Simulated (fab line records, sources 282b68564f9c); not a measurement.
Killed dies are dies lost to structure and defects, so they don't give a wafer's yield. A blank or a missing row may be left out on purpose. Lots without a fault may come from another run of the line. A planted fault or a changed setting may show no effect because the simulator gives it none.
Which tool did it? | flow rit_cmos | 11 lots, 33 wafers sampled, at 7 steps of a route of 202

WHAT THE GAUGES READ, wafer by wafer
RIT_WELLDRIVE_RS_MEAS_01: measures by four-point-probe. Usual: NWELL_RS 275.4 ohm/sq, standard deviation 0.83.
lot  | measured    | on            | NWELL_RS (ohm/sq) | flag
L668 | day 2 06:22 | film_metro-04 | 276.3 276.1 274.7 |
L669 | day 2 11:24 | film_metro-01 | 276.0 275.2 275.7 |
L670 | day 2 16:29 | film_metro-04 | 274.5 274.7 274.9 |
L673 | day 3 11:47 | film_metro-04 | 274.4 276.3 275.4 |
L677 | day 4 06:41 | film_metro-01 | 275.5 275.4 274.9 |
L678 | day 4 10:26 | film_metro-01 | 276.0 276.3 276.7 |
L680 | day 4 18:33 | film_metro-01 | 275.0 275.7 275.6 |
L683 | day 5 11:50 | film_metro-01 | 275.4 276.6 275.1 |
L685 | day 5 18:40 | film_metro-04 | 274.8 275.0 274.9 |
L687 | day 6 06:01 | film_metro-01 | 276.7 275.5 275.2 |
L689 | day 6 15:08 | film_metro-03 | 273.5 274.3 274.4 |

RIT_REOX_THK_MEAS_04. Usual: REOX_OXIDE_THK 25.1 nm, standard deviation 0.46.
lot  | measured    | on            | REOX_OXIDE_THK (nm) | flag
L668 | day 2 21:19 | film_metro-03 | 25.2 24.9 24.8      |
L669 | day 3 03:13 | film_metro-01 | 25.0 24.8 25.0      |
L670 | day 3 13:13 | film_metro-03 | 25.0 25.3 25.4      |
L673 | day 4 03:23 | film_metro-04 | 24.5 24.5 24.2      |
L677 | day 4 21:21 | film_metro-01 | 25.9 26.4 25.9      |
L678 | day 5 01:30 | film_metro-03 | 25.9 25.6 25.3      |
L680 | day 5 10:21 | film_metro-01 | 25.4 25.5 25.6      |
L683 | day 6 00:56 | film_metro-01 | 25.2 24.9 25.3      |
L685 | day 6 10:44 | film_metro-03 | 24.7 24.8 24.8      |
L687 | day 6 17:52 | film_metro-03 | 25.0 24.5 24.7      |
L689 | day 7 05:45 | film_metro-03 | 24.6 25.3 25.1      |

RIT_M1_RS_MEAS_01: measures by four-point-probe. Usual: M1_AL_RS 0.0735 ohm/sq, standard deviation 0.00068.
lot  | measured    | on            | M1_AL_RS (ohm/sq)                         | flag
L668 | day 3 10:17 | film_metro-03 | 0.0740 0.0733 0.0742                      |
L669 | day 3 16:05 | film_metro-02 | 0.0726 0.0729 0.0728                      |
L670 | day 4 01:55 | film_metro-03 | 0.0735 0.0737 0.0737                      |
L673 | day 4 15:58 | film_metro-02 | 0.0752 0.0742 0.0742                      |
L677 | day 5 10:22 | film_metro-04 | 0.0740 0.0737 0.0735                      |
L678 | day 5 14:41 | film_metro-04 | 0.1069 0.0734 0.0742 0.1073 0.0733 0.0742 | OFF
L680 | day 5 22:58 | film_metro-03 | 0.1041 0.0726 0.0722 0.1043 0.0727 0.0723 | OFF
L683 | day 6 13:38 | film_metro-03 | 0.0742 0.0736 0.0735                      |
L685 | day 6 23:38 | film_metro-04 | 0.0731 0.0735 0.0729                      |
L687 | day 7 06:49 | film_metro-02 | 0.0734 0.0729 0.0727                      |
L689 | day 7 18:42 | film_metro-02 | 0.0730 0.0742 0.0732                      |

RIT_M1_THK_MEAS_02: measures by xrf. Usual: M1_AL_THK 398 nm, standard deviation 4.3.
lot  | measured    | on            | M1_AL_THK (nm)          | flag
L668 | day 3 10:25 | film_metro-03 | 394 396 391             |
L669 | day 3 16:13 | film_metro-02 | 407 403 403             |
L670 | day 4 02:02 | film_metro-03 | 399 396 398             |
L673 | day 4 16:05 | film_metro-02 | 388 392 396             |
L677 | day 5 10:28 | film_metro-04 | 396 396 397             |
L678 | day 5 16:42 | film_metro-04 | 276 398 395 276 401 393 | OFF
L680 | day 6 03:15 | film_metro-03 | 282 404 403 284 402 406 | OFF
L683 | day 6 13:45 | film_metro-03 | 393 396 398             |
L685 | day 6 23:46 | film_metro-04 | 400 395 400             |
L687 | day 7 06:56 | film_metro-02 | 399 401 403             |
L689 | day 7 18:49 | film_metro-02 | 401 394 398             |

RIT_M1_CD_MEAS_09: target cd 2600 nm. Usual: cd_nm 2600.5 nm, standard deviation 2.1.
lot  | measured    | on        | cd_nm (nm)                                | flag
L668 | day 3 11:21 | cd_sem-01 | 2599.7 2600.0 2600.2                      |
L669 | day 3 17:09 | cd_sem-01 | 2601.8 2602.9 2601.7                      |
L670 | day 4 03:05 | cd_sem-01 | 2603.0 2603.2 2603.1                      |
L673 | day 4 17:05 | cd_sem-02 | 2595.9 2596.6 2596.8                      |
L677 | day 5 11:32 | cd_sem-02 | 2599.2 2600.5 2596.7                      |
L678 | day 5 22:23 | cd_sem-02 | 2578.8 2579.0 2579.0 2579.1 2578.9 2578.5 | OFF
L680 | day 6 07:06 | cd_sem-01 | 2580.7 2580.1 2582.1 2580.8 2580.5 2582.2 | OFF
L683 | day 6 14:50 | cd_sem-02 | 2599.9 2599.8 2601.1                      |
L685 | day 7 00:50 | cd_sem-02 | 2600.1 2603.4 2599.6                      |
L687 | day 7 08:07 | cd_sem-02 | 2597.9 2598.9 2599.8                      |
L689 | day 7 19:53 | cd_sem-01 | 2596.9 2598.0 2598.9                      |

WHICH TOOL RAN EACH LOT (tool, then ch and the chambers of the sampled wafers, then the start)
lot  | RIT_CONTACT_ETCH_11               | RIT_M1_SPUTTER_00
L668 | rie_diel-02 ch 0,1,2, day 3 08:58 | pvd_sputter-02, day 3 10:00
L669 | rie_diel-03 ch 0,2,3, day 3 14:37 | pvd_sputter-01, day 3 15:48
L670 | rie_diel-02 ch 0,3, day 4 00:36   | pvd_sputter-02, day 4 01:37
L673 | rie_diel-02 ch 1,2,3, day 4 14:49 | pvd_sputter-03, day 4 15:40
L677 | rie_diel-03 ch 1,2,3, day 5 09:11 | pvd_sputter-03, day 5 10:02
L678 | rie_diel-01 ch 0,1,3, day 5 13:30 | pvd_sputter-02, day 5 14:20
L680 | rie_diel-03 ch 2,3, day 5 21:48   | pvd_sputter-02, day 5 22:39
L683 | rie_diel-01 ch 1,3, day 6 12:27   | pvd_sputter-03, day 6 13:20
L685 | rie_diel-03 ch 0,1,3, day 6 22:19 | pvd_sputter-01, day 6 23:21
L687 | rie_diel-03 ch 1,3, day 7 05:37   | pvd_sputter-01, day 7 06:31
L689 | rie_diel-03 ch 1,2,3, day 7 17:34 | pvd_sputter-03, day 7 18:25
- RIT_CONTACT_ETCH_11: etches SiO2 in CHF3/CF4/Ar, stops on TiSi2, target depth 480 nm, time 320 s.
- RIT_M1_SPUTTER_00: material Al, target thk 400 nm, time 500 s.

WHAT THE TOOLS THEMSELVES READ (means of the sampled wafers that have a number; where no wafer has one, the mark that the record gives instead)
RIT_CONTACT_ETCH_11. Usual: O2_flow_sccm 5.001 sccm, standard deviation 0.014; drypump_motor_current_A 5.8 A, standard deviation 0.54; oes_product_au 0.991 a.u., standard deviation 0.012; throttle_valve_pct 8.92 %, standard deviation 0.087.
lot  | tool        | O2_flow_sccm (sccm) | drypump_motor_current_A (A) | oes_product_au (a.u.) | throttle_valve_pct (%) | flag
L668 | rie_diel-02 | 4.992               | 6.1                         | 0.974                 | 8.88                   |
L669 | rie_diel-03 | 5.001               | 5.6                         | 0.990                 | 8.96                   |
L670 | rie_diel-02 | 5.009               | 6.1                         | 0.988                 | 8.99                   |
L673 | rie_diel-02 | 5.001               | 5.9                         | 0.992                 | 8.92                   |
L677 | rie_diel-03 | 5.011               | 5.9                         | 0.994                 | 8.93                   |
L678 | rie_diel-01 | 4.998               | 5.5                         | 1.003                 | 8.92                   |
L680 | rie_diel-03 | 5.012               | 5.8                         | 0.984                 | 8.97                   |
L683 | rie_diel-01 | 5.011               | 5.3                         | 0.999                 | 8.90                   |
L685 | rie_diel-03 | 5.011               | 5.3                         | 1.000                 | 8.90                   |
L687 | rie_diel-03 | 4.993               | 5.6                         | 1.007                 | 8.85                   |
L689 | rie_diel-03 | 5.000               | 5.9                         | 0.994                 | 8.94                   |

RIT_M1_SPUTTER_00. Usual: throttle_valve_pct 30.4 %, standard deviation 1.
lot  | tool           | throttle_valve_pct (%) | flag
L668 | pvd_sputter-02 | 30.3                   |
L669 | pvd_sputter-01 | 30.9                   |
L670 | pvd_sputter-02 | 30.5                   |
L673 | pvd_sputter-03 | 31.0                   |
L677 | pvd_sputter-03 | 31.0                   |
L678 | pvd_sputter-02 | 29.9                   |
L680 | pvd_sputter-02 | 29.6                   |
L683 | pvd_sputter-03 | 30.7                   |
L685 | pvd_sputter-01 | 30.7                   |
L687 | pvd_sputter-01 | 31.2                   |
L689 | pvd_sputter-03 | 31.0                   |

THE ANSWER, worked out from the rows above alone
Rule: a lot is off if the mean of its wafers that have a number lies more than 3 standard deviations from the usual mean. A lot without any number at a reading at which 4 lots or more have one is off too. The other lots that the step has rows for count as sound. The gauges are gone through in route order, then the tools' own readings, and for those a lot's mean is taken as printed above. The first step at which some lot is off is used, and at that step the reading that is off furthest; a lot without a number counts as furthest.
Off: L678, L680, at RIT_M1_RS_MEAS_01 (M1_AL_RS).
A tool fits if, at a process step before that reading, it ran every lot that is off, and no sound lot after the first of them. The gauges at RIT_M1_RS_MEAS_01 aren't tried: what is off there is off at RIT_M1_CD_MEAS_09 too, on other tools, and a gauge's error can't cause that. One fits: pvd_sputter-02 at RIT_M1_SPUTTER_00. Its last sound lot is L670 (day 4 01:37), its first lot that is off L678 (day 5 14:20): a fault that began between those two fits.

WHAT THE SIMULATOR HAD PUT IN
Process parameter drift: pvd_sputter-02, from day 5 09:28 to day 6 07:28, at RIT_M1_SPUTTER_00. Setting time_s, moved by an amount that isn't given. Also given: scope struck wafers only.
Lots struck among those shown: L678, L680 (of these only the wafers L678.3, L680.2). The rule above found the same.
